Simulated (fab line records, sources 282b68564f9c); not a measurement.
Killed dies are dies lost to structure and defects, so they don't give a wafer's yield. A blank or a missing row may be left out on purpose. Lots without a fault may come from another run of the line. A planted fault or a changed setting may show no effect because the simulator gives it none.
fab line records | flow rit_cmos
record lots=13 wafers=39 last_day=7
route steps=202 shown ACTIVE@2 M1@202
lots that met no fault: from a run of the same line without faults
start_h: hours from the record's first day to the start of the lot's first wafer shown | wait_h: hours since the lot's step before | " the same as in the row above | L1.1+2: a row that stands for several wafers | - no value, or no start given | * or withheld: withheld | < > ~ a bound
route shown NAME@n: a module of which the file shows steps, and the number in the route of the first | usual: mean/standard deviation of fault-free wafers | same: alike in all rows | chamber/n: place in a boat | sites: the reading at each site | _std_site: their standard deviation | _edge_site: outer sites' mean less inner sites' | radius_mm: how far each site lies from the wafer's centre | mask NAME#n: copy n | behind: the tool/chamber that last shaped the wafer | hold: why the lot was held/for how many hours/how that ended | device: the transistor (n, p or np) that didn't switch | end of line: the same wafers' tests at the end of the route | a step without rows: its recipe alone | killed: dies lost to structure and defects at the first sort, not the wafer's yield | map: a wafer's dies, x killed, . not, _ none there
set.NAME: the setting as run; set.NAME@STEP: as run at that earlier step | model.NAME: the simulator's own value behind a step, which no gauge read
steps of the route over a sample of lots; a table a step, a row a wafer
services: from which hour (start_h, from the record's first day; less than 0 if before it) a tool's chamber was out of use, for how many hours, and why
## steps
# step RIT_ACTIVE_OXIDATION_01
# recipe temp_c=1000 ambient=O2 target_thk_a=468 ox_time_s=3360
# usual spike_tc_centre_C=1002.0/1.5
# columns lot.wafer tool chamber start_h wait_h spike_tc_centre_C
L266.1 furnace-01 0 10.58 0.6 1000.5
L266.4 " 0 " " 1000.1
L266.5 " 0 " " 999.5
L267.1 furnace-01 0 17.68 2.7 1001.7
L267.2 " 0 " " 1002.3
L267.5 " 0 " " 1002.8
L268.2 furnace-03 0 21.32 1.3 1005.7
L268.3 " 0 " " 1004.5
L268.6 " 0 " " 1003.4
L269.1 furnace-04 0 26.20 1.2 1003.2
L269.5 " 0 " " 1001.9
L269.6 " 0 " " 1002.0
L270.2 furnace-01 0 30.12 0.1 1000.9
L270.4 " 0 " " 1002.2
L270.6 " 0 " " 999.4
L274.1 furnace-01 0 51.27 1.2 1001.0
L274.2 " 0 " " 1002.5
L274.3 " 0 " " 1001.1
L278.4 furnace-01 0 70.13 0.0 1001.0
L278.5 " 0 " " 1004.0
L278.6 " 0 " " 1001.5
L279.2 furnace-03 0 78.11 3.1 1004.1
L279.4 " 0 " " 1003.0
L279.6 " 0 " " 1003.4
L280.2 furnace-03 0 80.12 0.1 1003.0
L280.3 " 0 " " 1006.0
L280.5 " 0 " " 1003.4
L285.2 furnace-04 0 106.42 1.4 1002.5
L285.3 " 0 " " 1002.4
L285.4 " 0 " " 1002.8
L287.1 furnace-04 0 115.66 0.6 1002.6
L287.4 " 0 " " 999.8
L287.5 " 0 " " 1003.8
L288.4 furnace-01 0 120.69 0.6 1001.3
L288.5 " 0 " " 1002.7
L288.6 " 0 " " 1001.2
L289.2 furnace-04 0 125.31 0.3 1003.4
L289.4 " 0 " " 1000.4
L289.6 " 0 " " 1002.9
# step RIT_M1_PROBE_99
# usual killed_at_contacts=0.1/0.23 killed_at_front_end=6.7/2.7 killed_dies=6.7/2.7 killed_on_rim=1.8/1.2 killed_open=3.2/1.8 killed_short=3.5/1.9
# same gross_dies=264 killed_at_M0_to_M3=0 killed_at_M4_up=0 killed_at_back_side=0 killed_at_other=0
# columns lot.wafer tool chamber start_h wait_h killed_at_contacts killed_at_front_end killed_dies killed_on_rim killed_open killed_short
L274.1 prober-01 - 104.67 0.1 0 116 116 33 2 3
L274.2 prober-01 - 104.72 0.1 0 111 111 25 1 6
L274.3 prober-01 - 104.77 0.2 0 111 111 29 4 1
L278.4 prober-02 - 125.40 0.2 0 111 111 24 0 1
L278.5 prober-02 - 125.45 0.2 0 113 113 31 0 3
L278.6 prober-02 - 125.50 0.2 0 114 114 30 1 1
L289.2 prober-01 - 179.27 0.1 1 16 17 3 5 11
L289.4 prober-01 - 179.37 0.2 0 9 9 2 4 4
L289.6 prober-01 - 179.47 0.2 0 10 10 0 6 4
# killed by level:class
L274.1 ACTIVE:unspecified=111 FOX1:geometric_particle:short=1 REOX:geometric_particle:open=1 SPACER:geometric_particle:short=1 SILICIDE:geometric_particle:short=1 SILICIDE:geometric_particle:open=1
L274.2 ACTIVE:unspecified=104 FOX1:geometric_particle:short=2 SILICIDE:geometric_particle:short=2 GATE:geometric_particle:short=1 REOX:geometric_particle:short=1 SILICIDE:geometric_particle:open=1
L274.3 ACTIVE:unspecified=106 SPACER:geometric_particle:open=2 FOX1:geometric_particle:open=1 GATE:geometric_particle:short=1 SILICIDE:geometric_particle:open=1
L278.4 ACTIVE:unspecified=110 GATE:geometric_particle:short=1
L278.5 ACTIVE:unspecified=110 GATE:geometric_particle:short=2 FOX1:geometric_particle:short=1
L278.6 ACTIVE:unspecified=112 GATE:geometric_particle:short=1 GATE:geometric_particle:open=1
L289.2 SPACER:geometric_particle:open=4 GATE:geometric_particle:short=3 SPACER:geometric_particle:short=3 FOX1:geometric_particle:short=2 GATE:geometric_particle:open=1 REOX:geometric_particle:short=1 SILICIDE:geometric_particle:short=1 CONTACT:geometric_particle:short=1
L289.4 SPACER:geometric_particle:open=2 FOX1:geometric_particle:open=1 GATE:geometric_particle:open=1 GATE:geometric_particle:short=1 REOX:geometric_particle:short=1 SPACER:geometric_particle:short=1 SILICIDE:geometric_particle:short=1 NSD:coat_microbubble_printed=1
L289.6 SPACER:geometric_particle:open=3 REOX:geometric_particle:short=2 FOX1:geometric_particle:short=1 FOX2:geometric_particle:open=1 REOX:geometric_particle:open=1 SILICIDE:geometric_particle:short=1 SILICIDE:geometric_particle:open=1
## services
# columns tool chamber start_h hours kind
furnace-04 - 14.94 3.1 pm
furnace-04 - 17.99 3.9 pm
## key
first_sign step=RIT_M1_PROBE_99 reading=killed_at_front_end direction=up sigmas=39 usual=6.7 struck=112.7
effect step=RIT_M1_PROBE_99 reading=killed_dies direction=up sigmas=39 usual=6.7 struck=112.7
met_at RIT_ACTIVE_OXIDATION_01
struck_lots L274,L278
tester_left_out L274,L278
onset_between 30.12 51.27
fault kind=chamber_particle_source tool=furnace-01 chamber=- onset_h=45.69 steps=RIT_ACTIVE_OXIDATION_01 rate_per_visit_cm2=1.0136 end_h=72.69
# tester_left_out: of these lots the tester's yield and bins aren't shown, on N5 and GAA mostly nor the transistor test; their killed dies are dies lost to structure and defects alone, not to doping, threshold or leakage, so they don't give the yield
